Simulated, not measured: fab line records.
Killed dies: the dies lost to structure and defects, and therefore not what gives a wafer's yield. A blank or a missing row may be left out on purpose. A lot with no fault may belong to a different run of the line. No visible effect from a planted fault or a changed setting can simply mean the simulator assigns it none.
Struck lot and sound lot, side by side ; flow rit cmos ; 44 out of 202 route steps
Sound: wafers L779.1, L779.4, L779.5. The struck wafers were L782.3, L782.4, L782.5. The cause comes at the end.
Per side, at each step with rows, come the tool, then ch with its chambers, and then its first start. Under that, the readings that differ: sound wafers ; struck wafers ; difference of the means ; sigmas: that difference in standard deviations of wafers without a fault.
alike: same words and numbers on both sides, and readings whose means sit less than 2 such deviations apart. not compared: any withheld reading, any reading some wafer has no value for, any bound like >300 that may hide the same value, and any number with overlapping values for which the record gives no deviation.
The two part at a step that has a row with sigmas, a row that says differs or no value, or rows on one side only. Numbers that don't overlap but have no deviation are shown without sigmas and don't part them. Lack of a reading on every wafer of one side parts them only where that side has two or more wafers.

first, 3 steps without rows for these wafers: RIT_REOX_CLEAN_01 (cleans in dHF, time 30 s); RIT_REOX_CLEAN_02 (cleans in SC2, time 600 s); RIT_REOX_OXIDATION_03 (target thk 25.2 nm, ox time 5580 s).
RIT_REOX_THK_MEAS_04:
  sound on film metro-03, day 3 23:14; struck on film metro-04, day 4 12:46
  alike: REOX_OXIDE_THK
then, 6 steps without rows for these wafers: RIT_NLDD_HMDS_00 (prime time 60 s); RIT_NLDD_COAT_01 (resist thk 1000 nm); RIT_NLDD_SOFTBAKE_02 (time 60 s); RIT_NLDD_EXPOSE_03 (exposes mask M7, target cd 40700 nm); RIT_NLDD_PEB_04; RIT_NLDD_DEVELOP_05 (develop time 50 s).
RIT_NLDD_OVL_MEAS_06:
  sound on overlay-02, day 4 00:16; struck on overlay-01, day 4 13:47
  alike: NLDD_OVL
then, 1 step without rows for these wafers: RIT_NLDD_HARDBAKE_07 (time 60 s).
RIT_NLDD_IMPLANT_08:
  sound on implanter-02 ch 0, day 4 00:28; struck on implanter-02 ch 0, day 4 14:01
reading;sound;struck;difference;sigmas
dose ions cm2;5.001e+14 5e+14 5.004e+14;7.104e+14 7.102e+14 7.099e+14;+2.100e+14;+99 or more
faraday current uA;1552 1565 1618;2226 2272 2230;+664;+20
  alike: end station pressure torr
RIT_NLDD_STRIP_09: strips in O2, time 180 s.
  sound on plasma asher-03 ch 0,1, day 4 00:37; struck on plasma asher-02 ch 0,1, day 4 14:10
reading;sound;struck;difference;sigmas
drypump motor current A (A);5.7 5.7 5.6;6.3 6.4 6.4;+0.7;+2
  alike: chamber pressure mTorr
  not compared: rf hours counter h
RIT_NLDD_TW_MEAS_10:
  sound on film metro-03, day 4 00:47; struck on film metro-01, day 4 14:19
reading;sound;struck;difference;sigmas
NLDD_TW;2511 2497 2513;2693 2693 2688;+184;+9
then, 6 steps without rows for these wafers: RIT_PLDD_HMDS_00 (prime time 60 s); RIT_PLDD_COAT_01 (resist thk 1000 nm); RIT_PLDD_SOFTBAKE_02 (time 60 s); RIT_PLDD_EXPOSE_03 (exposes mask M8, target cd 40900 nm); RIT_PLDD_PEB_04; RIT_PLDD_DEVELOP_05 (develop time 50 s).
RIT_PLDD_OVL_MEAS_06:
  sound on overlay-01, day 4 01:41; struck on overlay-02, day 4 15:20
  alike: PLDD_OVL
then, 2 steps without rows for these wafers: RIT_PLDD_HARDBAKE_07 (time 60 s); RIT_PLDD_IMPLANT_08.
RIT_PLDD_STRIP_09: strips in O2, time 180 s.
  sound on plasma asher-01 ch 0, day 4 02:02; struck on plasma asher-04 ch 0,1, day 4 15:43
reading;sound;struck;difference;sigmas
drypump motor current A (A);5.4 5.4 5.4;6.5 6.1 6.6;+1.0;+3
  alike: chamber pressure mTorr
  not compared: rf hours counter h
RIT_PLDD_TW_MEAS_10:
  sound on film metro-03, day 4 02:12; struck on film metro-02, day 4 15:51
  alike: PLDD_TW
then, 4 steps without rows for these wafers: RIT_SPACER_CLEAN_00 (cleans in SC1, time 600 s); RIT_SPACER_CLEAN_01 (cleans in dHF, time 30 s); RIT_SPACER_CLEAN_02 (cleans in SC2, time 600 s); RIT_SPACER_CVD_03 (deposits Si3N4 from SiH2Cl2/NH3, target thk 250 nm, time 3300 s).
RIT_SPACER_THK_MEAS_04:
  sound on film metro-04, day 4 04:33; struck on film metro-01, day 4 18:12
  alike: SPACER_NITRIDE_THK
RIT_SPACER_ETCHBACK_05: etches Si3N4 in SF6/CHF3, stops on SiO2, target depth 250 nm, time 240 s.
  sound on rie diel-02 ch 0,2,3, day 4 04:37; struck on rie diel-01 ch 0,1,2, day 4 18:14
  alike: chamber pressure mTorr, drypump motor current A, oes product au, throttle valve pct
  not compared: rf hours counter h
then, 6 steps without rows for these wafers: RIT_NSD_HMDS_00 (prime time 60 s); RIT_NSD_COAT_01 (resist thk 1000 nm); RIT_NSD_SOFTBAKE_02 (time 60 s); RIT_NSD_EXPOSE_03 (exposes mask M9, target cd 40700 nm); RIT_NSD_PEB_04; RIT_NSD_DEVELOP_05 (develop time 50 s).
RIT_NSD_OVL_MEAS_06:
  sound on overlay-01, day 4 05:44; struck on overlay-01, day 4 19:22
reading;sound;struck;difference;sigmas
NSD_OVL (nm);-0.5 -1.3 -1.5;1.5 2.0 1.4;+2.7;+2
then, 2 steps without rows for these wafers: RIT_NSD_HARDBAKE_07 (time 60 s); RIT_NSD_IMPLANT_08.
RIT_NSD_STRIP_09: strips in O2, time 180 s.
  sound on plasma asher-02 ch 0, day 4 06:04; struck on plasma asher-02 ch 0,1, day 4 19:46
  alike: chamber pressure mTorr, drypump motor current A
  not compared: rf hours counter h
RIT_SDANNEAL_RS_MEAS_07: measures by four-point-probe.
  sound on film metro-02, day 4 08:39; struck on film metro-02, day 4 22:19
reading;sound;struck;difference;sigmas
NLDD_RS (ohm/sq);151.4 151.2 151.5;113.8 113.9 114.1;-37.4;-67
RIT_M1_PROBE_99:
  sound on prober-02, day 4 15:41; struck on prober-01, day 5 05:24
reading;sound;struck;difference;sigmas
model.etest.nmos_0p3.r on ohm um;2160 2172 2145;2018 2014 2002;-148;
model.etest.nmos_0p15.r on ohm um;1180 1155 1133;994.9 985.1 981.5;-168.8;
model.etest.nldd.rs ohm sq;394.1 394.2 387.4;276.9 276.6 274.5;-115.9;
model.etest.nmos turned.drive ua um;316.4 310.5 324;402.9 398 399.8;+83.3;
model.etest.nmos_0p15.drive ua um;466.3 451.7 469.1;519.8 510.7 511.8;+51.7;
model.etest.nldd.line ohm um;123 124.7 120.8;87.42 87.02 85.79;-36.09;
model.etest.nmos_0p3.drive ua um;229.1 225.7 231.5;238.2 236.8 239;+9.2;
  alike: killed at front end, killed dies, killed open, killed short
  not compared: model.etest.nmos narrow.drive ua um

## WHERE THEY PART
Earliest at RIT_NLDD_IMPLANT_08; latest, in this record, at RIT_SDANNEAL_RS_MEAS_07. Later steps at which nothing parts them and some readings are alike: RIT_M1_PROBE_99.

WHY: what had been put in by the simulator
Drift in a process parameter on implanter-02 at RIT_NLDD_IMPLANT_08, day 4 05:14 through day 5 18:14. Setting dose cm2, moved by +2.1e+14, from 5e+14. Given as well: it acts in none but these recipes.
